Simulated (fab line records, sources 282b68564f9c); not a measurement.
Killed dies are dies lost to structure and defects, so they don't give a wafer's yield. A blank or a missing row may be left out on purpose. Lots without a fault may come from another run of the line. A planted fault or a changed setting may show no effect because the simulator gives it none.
A struck lot beside a sound one | flow rit_cmos | 15 steps out of a route of 202
Sound: wafers L245.2, L245.3, L245.5. Struck: wafers L256.1, L256.3, L256.4. The cause comes at the end.
At each step with rows: each side's tool, then ch and its chambers, then its first start. Under that, the readings that differ: sound wafers | struck wafers | difference of the means | sigmas: that difference in standard deviations of wafers without a fault.
alike: readings whose means differ by less than 2 such deviations, and words and numbers that are the same on both sides. not compared: withheld readings, readings that some wafer has no value for, bounds like >300 that may hide the same value, and numbers for which the record gives no deviation and whose values overlap.
The two part at a step that has a row with sigmas, a row that says differs or no value, or rows on one side only. Numbers that don't overlap but have no deviation are shown without sigmas and don't part them. A reading that every wafer of one side lacks parts them only if that side has two wafers or more.

RIT_ACTIVE_ETCH_13: etches Si3N4 in SF6, stops on SiO2, time 210 s, target depth 210 nm.
  sound on rie_diel-02 ch 0,1, day 3 02:35; struck on rie_diel-04 ch 0,2,3, day 5 10:27
  alike: SF6_flow_sccm, chamber_pressure_mTorr, drypump_motor_current_A, oes_product_au, rf_fwd_power_W, run_length_s, throttle_valve_pct
  not compared: rf_hours_counter_h
RIT_ACTIVE_STRIP_14: strips in O2, time 180 s.
  sound on plasma_asher-04 ch 0,1, day 3 02:43; struck on plasma_asher-04 ch 0,1, day 5 10:35
  alike: chamber_pressure_mTorr, drypump_motor_current_A
  not compared: rf_hours_counter_h
RIT_ACTIVE_CD_MEAS_90: target cd 1400 nm.
  sound on cd_sem-01, day 3 02:55; struck on cd_sem-02, day 5 10:46
  alike: cd_nm
then, 4 steps without rows for these wafers: RIT_ACTIVE_CLEAN_15 (cleans in SC1, time 600 s); RIT_ACTIVE_CLEAN_16 (cleans in dHF, time 30 s); RIT_ACTIVE_CLEAN_17 (cleans in SC2, time 600 s); RIT_FOX1_OXIDATION_00 (target thk 350.7 nm, ox time 1130 s).
RIT_FOX1_THK_MEAS_01:
  sound on film_metro-02, day 3 06:07; struck on film_metro-01, day 5 14:22
  alike: FOX1_OXIDE_THK
then, 2 steps without rows for these wafers: RIT_FOX1_WET_ETCH_02 (etches SiO2 in BOE, target depth 350 nm, time 390 s); RIT_FOX2_OXIDATION_00 (target thk 350.7 nm, ox time 1130 s).
RIT_FOX2_THK_MEAS_01:
  sound on film_metro-04, day 3 07:37; struck on film_metro-04, day 5 16:13
  alike: FOX2_OXIDE_THK
then, 1 step without rows for these wafers: RIT_FOX2_CLEAN_02 (cleans in dHF, time 180 s).
RIT_FOX2_WET_ETCH_03: etches Si3N4 in H3PO4, target depth 195 nm, time 2700 s.
  sound on wet_bench-02 ch 1, day 3 07:43; struck on wet_bench-02 ch 2, day 5 16:19
  reading          | sound          | struck         | difference | sigmas
  run_length_s (s) | 2734 2734 2734 | 2816 2816 2816 | +82        | +22
  alike: bath_guard_temp_C
RIT_FOX2_THK_MEAS_90:
  sound on film_metro-03, day 3 09:32; struck on film_metro-02, day 5 17:05
  alike: FIELD_OXIDE_LEFT_1_THK
RIT_M1_PROBE_99:
  sound on prober-02, day 5 01:17; struck on prober-01, day 7 13:40
  alike: killed_at_contacts, killed_at_front_end, killed_dies, killed_on_rim, killed_open, killed_short

WHERE THEY PART
Only at RIT_FOX2_WET_ETCH_03, within this record. Later steps at which nothing parts them and some readings are alike: RIT_FOX2_THK_MEAS_90, RIT_M1_PROBE_99.

WHY: what the simulator had put in
Process parameter drift: wet_bench-02, from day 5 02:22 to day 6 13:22, at RIT_FOX2_WET_ETCH_03. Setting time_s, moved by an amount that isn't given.
